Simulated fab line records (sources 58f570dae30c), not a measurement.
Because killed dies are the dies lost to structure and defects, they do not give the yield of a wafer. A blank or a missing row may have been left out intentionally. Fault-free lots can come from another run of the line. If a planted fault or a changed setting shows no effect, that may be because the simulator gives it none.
Chamber matching ; flow berkeley-cmos170 ; UCB170_GATE_ETCH_15 on rie-si-01 has 4 sister chambers
The step etches poly-Si in HBr/Cl2, stops on SiO2, time 56.3 s, target depth 278.2 nm. 16 wafers are shown with their chamber, then 8 later ones without.

== WAFERS, EACH WITH ITS CHAMBER ==
wafer;chamber;throttle-valve-pct (%);oes-product-au (a.u.)
L612.1;0;26.34;0.831
L612.4;2;26.39;0.857
L612.6;3;26.27;0.813
L617.1;3;26.27;0.825
L617.2;2;26.39;0.845
L617.6;3;26.28;0.815
L618.2;0;26.34;0.831
L618.4;2;26.41;0.848
L618.5;0;26.34;0.827
L620.2;0;26.32;0.837
L620.5;0;26.32;0.838
L620.6;1;26.08;0.852
L619.2;1;26.07;0.844
L619.5;1;26.06;0.843
L619.6;0;26.33;0.815
L622.2;2;26.39;0.843

SIGNATURES (averages over the wafers above)
reading;chamber 0;chamber 1;chamber 2;chamber 3;scatter within a chamber
throttle-valve-pct;26.3317;26.0700;26.3950;26.2733;0.00935
oes-product-au;0.82983;0.84633;0.84825;0.81767;0.00704
Rule: a wafer's distance from a chamber is the root of the sum, over the readings, of the square of ((its reading less the chamber's mean) divided by the reading's scatter). The wafer belongs to the nearest chamber; if the next one is less than 2 further off, it can't be placed. The scatter is the square root of a quotient: the sum, over the shown wafers, of each reading's squared deviation from its chamber's mean, divided by wafers minus chambers.

== WAFERS WITHOUT THEIR CHAMBER ==
wafer;throttle-valve-pct (%);oes-product-au (a.u.)
L622.4;26.32;0.837
L622.6;26.07;0.860
L631.1;26.33;0.845
L631.2;26.10;0.861
L631.6;26.28;0.888
L635.3;26.32;0.828
L635.5;26.28;0.814
L635.6;26.38;0.842

== CHAMBER TAKEN BY EACH ==
wafer;from the rows above;in truth
L622.4;0;0
L622.6;1;1
L631.1;0;0
L631.2;1;1
L631.6;can't be placed: 0 or 3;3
L635.3;0;0
L635.5;3;3
L635.6;2;2
Correct placement for 7 of the 8. Not placeable from these rows: 1 (in 1, the candidates include the true chamber). 0 placed wrongly.
